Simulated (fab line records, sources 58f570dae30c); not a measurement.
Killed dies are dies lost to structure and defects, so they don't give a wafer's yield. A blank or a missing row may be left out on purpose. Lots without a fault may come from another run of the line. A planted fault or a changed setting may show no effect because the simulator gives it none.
Tool commonality check | flow berkeley_cmos170 | 14 lots, 42 wafers sampled

WHY IT WAS OPENED
At UCB170_PSD_TW_MEAS_10 the reading PSD_TW is flagged on 2 of 14 lots. Wafers without a fault read 2308, standard deviation 23.
Rule: a lot is flagged when every wafer of it that has a number lies more than 4 standard deviations from that mean, or none has a number. The other lots count as sound.

lot  | measured     | on            | PSD_TW, wafer by wafer | flag
L568 | day 6 02:06  | film_metro-04 | 2321 2300 2300         |
L570 | day 6 16:39  | film_metro-01 | 2281 2264 2283         |
L569 | day 6 16:56  | film_metro-04 | 2296 2304 2311         |
L571 | day 7 05:53  | film_metro-01 | 2290 2284 2286         |
L572 | day 7 18:19  | film_metro-01 | 2279 2283 2283         |
L573 | day 7 18:34  | film_metro-02 | 2318 2320 2323         |
L574 | day 7 18:49  | film_metro-02 | 2319 2329 2321         |
L580 | day 9 03:59  | film_metro-04 | 2329 2324 2324         |
L579 | day 9 08:17  | film_metro-04 | 2011 2000 2008         | FLAGGED
L581 | day 9 17:19  | film_metro-01 | 1961 1966 1959         | FLAGGED
L585 | day 10 08:48 | film_metro-02 | 2316 2310 2319         |
L587 | day 10 19:39 | film_metro-01 | 2295 2290 2291         |
L589 | day 11 09:36 | film_metro-02 | 2336 2328 2337         |
L591 | day 11 10:05 | film_metro-04 | 2337 2340 2344         |
The numbers of the flagged lots are 1984 on average: -324 against the usual, or -14 standard deviations.

WHICH TOOL RAN EACH LOT
The record holds 2 process steps before the reading, out of a route of 331 steps. In each cell: the tool, then ch and the chambers that the sampled wafers went through, then the start.
lot  | flag    | UCB170_PSD_IMPLANT_08           | UCB170_PSD_STRIP_09
L568 |         | implanter-04 ch 0, day 6 01:51  | plasma_asher-02 ch 0,1, day 6 02:00
L570 |         | implanter-02 ch 0, day 6 16:24  | plasma_asher-04 ch 0,1, day 6 16:33
L569 |         | implanter-04 ch 0, day 6 16:41  | plasma_asher-02 ch 0,1, day 6 16:50
L571 |         | implanter-04 ch 0, day 7 05:38  | plasma_asher-02 ch 0,1, day 7 05:47
L572 |         | implanter-04 ch 0, day 7 18:04  | plasma_asher-02 ch 0,1, day 7 18:13
L573 |         | implanter-02 ch 0, day 7 18:19  | plasma_asher-04 ch 0,1, day 7 18:28
L574 |         | implanter-03 ch 0, day 7 18:35  | plasma_asher-01 ch 0,1, day 7 18:42
L580 |         | implanter-04 ch 0, day 9 03:46  | plasma_asher-04 ch 1, day 9 03:53
L579 | FLAGGED | implanter-02 ch 0, day 9 08:02  | plasma_asher-01 ch 0,1, day 9 08:11
L581 | FLAGGED | implanter-02 ch 0, day 9 17:04  | plasma_asher-02 ch 0,1, day 9 17:12
L585 |         | implanter-04 ch 0, day 10 08:33 | plasma_asher-04 ch 0,1, day 10 08:42
L587 |         | implanter-04 ch 0, day 10 19:25 | plasma_asher-04 ch 0,1, day 10 19:32
L589 |         | implanter-04 ch 0, day 11 09:22 | plasma_asher-02 ch 0,1, day 11 09:29
L591 |         | implanter-04 ch 0, day 11 09:52 | plasma_asher-02 ch 0,1, day 11 10:01
What these steps do:
- UCB170_PSD_IMPLANT_08
- UCB170_PSD_STRIP_09: strips in O2.
- UCB170_PSD_TW_MEAS_10

FLAGGED OVER TOTAL, TOOL BY TOOL (the gauges that took the reading come last)
step                  | tool            | lots run | flagged | share of the flagged lots | sound lots run after its first flagged lot
UCB170_PSD_IMPLANT_08 | implanter-02    | 4        | 2       | all                       | 0
UCB170_PSD_IMPLANT_08 | implanter-03    | 1        | 0       | none                      | -
UCB170_PSD_IMPLANT_08 | implanter-04    | 9        | 0       | none                      | -
UCB170_PSD_STRIP_09   | plasma_asher-01 | 2        | 1       | some                      | 0
UCB170_PSD_STRIP_09   | plasma_asher-02 | 7        | 1       | some                      | 2 (L589,L591)
UCB170_PSD_STRIP_09   | plasma_asher-04 | 5        | 0       | none                      | -
UCB170_PSD_TW_MEAS_10 | film_metro-01   | 5        | 1       | some                      | 1 (L587)
UCB170_PSD_TW_MEAS_10 | film_metro-02   | 4        | 0       | none                      | -
UCB170_PSD_TW_MEAS_10 | film_metro-04   | 5        | 1       | some                      | 1 (L591)

WHAT THE TABLE ALLOWS
1 row of the table ran every flagged lot: implanter-02 at UCB170_PSD_IMPLANT_08.
- implanter-02 at UCB170_PSD_IMPLANT_08: 2 of its 4 lots flagged. Its last sound lot is L573 (day 7 18:19), its first flagged lot L579 (day 9 08:02): a fault that began between those two fits. Its own readings lie more than 4 standard deviations out on every wafer of the flagged lots: dose_ions_cm2, end_station_pressure_torr, faraday_current_uA.
One tool is left: implanter-02 at UCB170_PSD_IMPLANT_08.

WHAT THE SIMULATOR HAD PUT IN
Process parameter drift: implanter-02, from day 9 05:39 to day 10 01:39, at UCB170_PSD_IMPLANT_08. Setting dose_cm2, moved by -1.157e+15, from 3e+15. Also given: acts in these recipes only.
Lots struck among those shown: L579, L581. The rule above found the same.
